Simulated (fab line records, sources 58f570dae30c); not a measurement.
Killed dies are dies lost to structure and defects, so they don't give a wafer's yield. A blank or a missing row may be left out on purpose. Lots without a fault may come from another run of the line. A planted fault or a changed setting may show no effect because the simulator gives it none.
Which tool did it? | flow berkeley_cmos170 | 14 lots, 42 wafers sampled, at 4 steps of a route of 331

WHAT THE GAUGES READ, wafer by wafer
UCB170_NWELL_THK_MEAS_02.
lot  | measured    | on            | NWELL_OXIDE_THK (nm)
L186 | day 2 13:22 | film_metro-02 | 26.1 26.6 26.4
L187 | day 2 22:13 | film_metro-02 | 27.2 27.3 27.2
L188 | day 2 22:16 | film_metro-02 | 27.0 27.2 27.5
L189 | day 2 22:13 | film_metro-04 | 26.0 25.9 26.5
L190 | day 3 12:41 | film_metro-04 | 26.5 27.5 26.9
L194 | day 4 07:03 | film_metro-04 | 26.3 26.5 26.5
L196 | day 4 17:59 | film_metro-01 | 26.5 26.6 27.0
L197 | day 4 19:53 | film_metro-04 | 37.4 37.8 37.3
L198 | day 4 20:41 | film_metro-02 | 38.7 38.8 39.7
L199 | day 5 07:02 | film_metro-02 | 26.3 26.4 26.6
L204 | day 6 03:20 | film_metro-02 | 26.6 27.2 26.4
L205 | day 6 13:50 | film_metro-04 | 26.5 25.8 26.5
L206 | day 6 13:51 | film_metro-02 | 26.7 27.6 26.9
L207 | day 6 23:57 | film_metro-04 | 26.2 26.0 26.2

UCB170_V1_THK_MEAS_04.
lot  | measured     | on            | V1_POLISHED_THK (nm)
L186 | day 8 16:59  | film_metro-04 | 1000.3 998.5 998.9
L187 | day 9 09:50  | film_metro-04 | 998.4 1001.2 1002.5
L188 | day 9 05:53  | film_metro-04 | 998.0 998.1 1000.5
L189 | day 9 08:29  | film_metro-02 | 1000.3 1000.0 999.8
L190 | day 9 19:55  | film_metro-02 | 998.9 1000.7 999.6
L194 | day 9 21:33  | film_metro-01 | 999.3 1000.8 999.8
L196 | day 11 01:16 | film_metro-02 | 1001.5 998.2 999.4
L197 | day 11 02:54 | film_metro-04 | 1002.2 1000.5 1000.8
L198 | day 11 03:12 | film_metro-02 | 998.4 1001.8 1001.1
L199 | day 11 17:10 | film_metro-04 | 1000.6 999.7 1001.0
L204 | day 12 18:45 | film_metro-01 | 1002.7 1000.8 1001.7
L205 | day 12 21:25 | film_metro-01 | 999.5 998.9 998.1
L206 | day 12 20:05 | film_metro-02 | 1000.7 1000.3 999.0
L207 | day 13 14:23 | film_metro-01 | 999.5 1001.2 999.4

UCB170_M3_BOW_MEAS_20.
lot  | measured     | on            | M3_BOW (um)
L186 | day 9 04:17  | film_metro-03 | 42 41 38
L187 | day 10 00:51 | film_metro-03 | 30 27 32
L188 | day 9 16:01  | film_metro-02 | 51 31 30
L189 | day 9 20:18  | film_metro-01 | 40 23 32
L190 | day 10 09:34 | film_metro-02 | 48 30 32
L194 | day 10 11:31 | film_metro-03 | 32 37 35
L196 | day 11 13:22 | film_metro-02 | 27 34 16
L197 | day 11 14:23 | film_metro-01 | 45 55 33
L198 | day 11 15:05 | film_metro-01 | 35 26 27
L199 | day 12 05:13 | film_metro-03 | 33 30 20
L204 | day 13 05:35 | film_metro-03 | 30 40 39
L205 | day 13 10:55 | film_metro-03 | 20 45 40
L206 | day 13 06:02 | film_metro-01 | 32 38 24
L207 | day 14 02:43 | film_metro-01 | 30 34 39

WHICH TOOL RAN EACH LOT (tool, then ch and the chambers of the sampled wafers, then the start)
lot  | UCB170_NWELL_OXIDATION_01
L186 | furnace-04 ch 0, day 2 12:00
L187 | furnace-04 ch 0, day 2 20:52
L188 | furnace-04 ch 0, day 2 20:52
L189 | furnace-04 ch 0, day 2 20:52
L190 | furnace-04 ch 0, day 3 11:20
L194 | furnace-04 ch 0, day 4 05:42
L196 | furnace-04 ch 0, day 4 16:38
L197 | furnace-04 ch 0, day 4 16:38 and furnace-02 ch 0, day 4 18:26
L198 | furnace-04 ch 0, day 4 16:38
L199 | furnace-01 ch 0, day 5 05:41
L204 | furnace-01 ch 0, day 6 01:59
L205 | furnace-01 ch 0, day 6 12:29
L206 | furnace-01 ch 0, day 6 12:29
L207 | furnace-04 ch 0, day 6 22:34
- UCB170_NWELL_OXIDATION_01: target thk 26.4 nm, ox time 1260 s.

WHAT THE TOOLS THEMSELVES READ (means of the sampled wafers that have a number; where no wafer has one, the mark that the record gives instead)
UCB170_NWELL_OXIDATION_01.
lot  | tool                  | ox_temp_c (C) | tube_center_temp_C (C) | tube_center_temp_C_max | zone_power_load_pct (%)
L186 | furnace-04            | 1000.1        | 1000                   | 1002.3                 | 38
L187 | furnace-04            | 999.6         | 1000                   | 1002.7                 | 37
L188 | furnace-04            | 999.7         | 1000                   | 1002.7                 | 38
L189 | furnace-04            | 1000.3        | 1000                   | 1002.4                 | 38
L190 | furnace-04            | 1000.1        | 1000                   | 1002.6                 | 38
L194 | furnace-04            | 1000.6        | 1000                   | 1002.6                 | 38
L196 | furnace-04            | 999.7         | 1000                   | 1002.8                 | 38
L197 | furnace-04/furnace-02 | 1000.2        | 1000                   | 1002.8                 | 34
L198 | furnace-04            | 999.8         | 1000                   | 1002.5                 | 38
L199 | furnace-01            | 1000.4        | 1000                   | 1002.9                 | 43
L204 | furnace-01            | 999.5         | 1000                   | 1002.5                 | 44
L205 | furnace-01            | 1000.4        | 1000                   | 1002.3                 | 44
L206 | furnace-01            | 1000.4        | 1000                   | 1002.4                 | 43
L207 | furnace-04            | 1000.4        | 1000                   | 1002.7                 | 37

THE ANSWER, worked out from the rows above alone
Rule: what is usual is taken from the lots themselves. Put in order of their means at a reading, lots are off if they are a third of the lots or fewer, leave a main group of 4 or more, and stand apart from it by a gap of 3 or more times the standard deviation of the main group's means; of several such gaps the widest counts. A main group whose means are all the same, to the digits that the tables above print for the reading, isn't used. A lot without any number at a reading at which 4 lots or more have one is off too. The other lots that the step has rows for count as sound. The gauges are gone through in route order, then the tools' own readings, and for those a lot's mean is taken as printed above. The first step at which some lot is off is used, and at that step the reading that is off furthest; a lot without a number counts as furthest.
Off: L197, L198, at UCB170_NWELL_THK_MEAS_02 (NWELL_OXIDE_THK). The main group: mean 26.6 nm, standard deviation 0.39.
A tool fits if, at a process step before that reading, it ran every lot that is off, and no sound lot after the first of them. The gauges at UCB170_NWELL_THK_MEAS_02 are tried like those tools. None of those tried fits.

WHAT THE SIMULATOR HAD PUT IN
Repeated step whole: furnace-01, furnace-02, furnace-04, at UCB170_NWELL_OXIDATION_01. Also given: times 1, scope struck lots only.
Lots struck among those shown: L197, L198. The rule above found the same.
